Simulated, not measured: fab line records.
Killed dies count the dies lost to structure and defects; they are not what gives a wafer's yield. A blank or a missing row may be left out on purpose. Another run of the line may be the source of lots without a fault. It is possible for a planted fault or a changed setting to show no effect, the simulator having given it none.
Lot-split experiment :: flow berkeley-cmos170 :: 23 wafers read across 5 lots, on a route 331 steps long

SPLIT DETAILS
At UCB170_PWELL_CVD_05 (deposits Si3N4 from SiH2Cl2/NH3, target thk 220 nm, time 3300 s), the setting time-s was moved away from the recipe's 3300 s on 15 of the 23 wafers read, by -5.8% to +4.1%. For the rest of the wafers, this setting stayed at what the recipe calls for.

No step appears in the file between the split and the reading.

THE READING
PWELL_NITRIDE_THK (nm), taken at UCB170_PWELL_THK_MEAS_06. Typical for fault-free wafers on this fab line: 218.7 nm, with standard deviation 1.8 nm.

wafer: L077.2
tool, chamber at the split: -, -
time-s as run, s: 3300
against the recipe: recipe
PWELL_NITRIDE_THK, nm: 218.1
against lot-mates on the recipe: -

wafer: L077.3
tool, chamber at the split: -, -
time-s as run, s: 3300
against the recipe: recipe
PWELL_NITRIDE_THK, nm: 219.6
against lot-mates on the recipe: -

wafer: L077.4
tool, chamber at the split: -, -
time-s as run, s: 3300
against the recipe: recipe
PWELL_NITRIDE_THK, nm: 218.4
against lot-mates on the recipe: -

wafer: L077.5
tool, chamber at the split: -, -
time-s as run, s: 3300
against the recipe: recipe
PWELL_NITRIDE_THK, nm: 219.2
against lot-mates on the recipe: -

wafer: L077.6
tool, chamber at the split: -, -
time-s as run, s: 3300
against the recipe: recipe
PWELL_NITRIDE_THK, nm: 217.6
against lot-mates on the recipe: -

wafer: L079.1
tool, chamber at the split: -, -
time-s as run, s: 3432
against the recipe: +4.0%
PWELL_NITRIDE_THK, nm: 226.2
against lot-mates on the recipe: no lot-mate on the recipe

wafer: L079.2
tool, chamber at the split: -, -
time-s as run, s: 3432
against the recipe: +4.0%
PWELL_NITRIDE_THK, nm: 225.8
against lot-mates on the recipe: no lot-mate on the recipe

wafer: L079.3
tool, chamber at the split: -, -
time-s as run, s: 3432
against the recipe: +4.0%
PWELL_NITRIDE_THK, nm: 225.5
against lot-mates on the recipe: no lot-mate on the recipe

wafer: L079.5
tool, chamber at the split: -, -
time-s as run, s: 3432
against the recipe: +4.0%
PWELL_NITRIDE_THK, nm: 224.1
against lot-mates on the recipe: no lot-mate on the recipe

wafer: L079.6
tool, chamber at the split: -, -
time-s as run, s: 3432
against the recipe: +4.0%
PWELL_NITRIDE_THK, nm: 224.7
against lot-mates on the recipe: no lot-mate on the recipe

wafer: L080.1
tool, chamber at the split: lpcvd-02, 1
time-s as run, s: 3300
against the recipe: recipe
PWELL_NITRIDE_THK, nm: 217.7
against lot-mates on the recipe: -

wafer: L080.5
tool, chamber at the split: lpcvd-02, 1
time-s as run, s: 3300
against the recipe: recipe
PWELL_NITRIDE_THK, nm: 216.8
against lot-mates on the recipe: -

wafer: L080.6
tool, chamber at the split: lpcvd-02, 1
time-s as run, s: 3300
against the recipe: recipe
PWELL_NITRIDE_THK, nm: 217.8
against lot-mates on the recipe: -

wafer: L083.1
tool, chamber at the split: -, -
time-s as run, s: 3435
against the recipe: +4.1%
PWELL_NITRIDE_THK, nm: 229.4
against lot-mates on the recipe: no lot-mate on the recipe

wafer: L083.2
tool, chamber at the split: -, -
time-s as run, s: 3435
against the recipe: +4.1%
PWELL_NITRIDE_THK, nm: 229.6
against lot-mates on the recipe: no lot-mate on the recipe

wafer: L083.4
tool, chamber at the split: -, -
time-s as run, s: 3435
against the recipe: +4.1%
PWELL_NITRIDE_THK, nm: 226.7
against lot-mates on the recipe: no lot-mate on the recipe

wafer: L083.5
tool, chamber at the split: -, -
time-s as run, s: 3435
against the recipe: +4.1%
PWELL_NITRIDE_THK, nm: 228.1
against lot-mates on the recipe: no lot-mate on the recipe

wafer: L083.6
tool, chamber at the split: -, -
time-s as run, s: 3435
against the recipe: +4.1%
PWELL_NITRIDE_THK, nm: 230.3
against lot-mates on the recipe: no lot-mate on the recipe

wafer: L085.1
tool, chamber at the split: -, -
time-s as run, s: 3108
against the recipe: -5.8%
PWELL_NITRIDE_THK, nm: 210.1
against lot-mates on the recipe: no lot-mate on the recipe

wafer: L085.2
tool, chamber at the split: -, -
time-s as run, s: 3108
against the recipe: -5.8%
PWELL_NITRIDE_THK, nm: 208.9
against lot-mates on the recipe: no lot-mate on the recipe

wafer: L085.4
tool, chamber at the split: -, -
time-s as run, s: 3108
against the recipe: -5.8%
PWELL_NITRIDE_THK, nm: 207.5
against lot-mates on the recipe: no lot-mate on the recipe

wafer: L085.5
tool, chamber at the split: -, -
time-s as run, s: 3108
against the recipe: -5.8%
PWELL_NITRIDE_THK, nm: 208.1
against lot-mates on the recipe: no lot-mate on the recipe

wafer: L085.6
tool, chamber at the split: -, -
time-s as run, s: 3108
against the recipe: -5.8%
PWELL_NITRIDE_THK, nm: 209.7
against lot-mates on the recipe: no lot-mate on the recipe

THE FIT
A straight line over all 23 wafers: PWELL_NITRIDE_THK changes by +1.86 nm for each +1% of time-s; r = +0.97; the points scatter about the line by 1.7 nm.
Too few moved wafers with a lot-mate on the recipe to fit a line net of each lot's own level.

THE WHOLE CHAIN: every reading that the file lists as answering this split, in the file's order
step: UCB170_PWELL_CVD_05
what it does: deposits Si3N4 from SiH2Cl2/NH3, target thk 220 nm, time 3300 s
reading: Si3N4_of_PWELL_CVD_05.thk-nm (the simulator's own value, which no gauge read)
change (the file's fit): +1.88 nm for each +1% of the setting
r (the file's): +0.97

step: UCB170_PWELL_THK_MEAS_06
what it does: 
reading: PWELL_NITRIDE_THK
change (the file's fit): +1.86 for each +1% of the setting
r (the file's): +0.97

step: UCB170_PWELL_ETCH_14
what it does: etches Si3N4 in CH3F/Ar/O2, stops on SiO2, target depth 242 nm, time 151 s
reading: etch.depth-nm (the simulator's own value, which no gauge read)
change (the file's fit): +1.88 nm for each +1% of the setting
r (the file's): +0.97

THE FILE'S OWN FIT
PWELL_NITRIDE_THK changes by +1.86 nm for each +1% of time-s, r = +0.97.
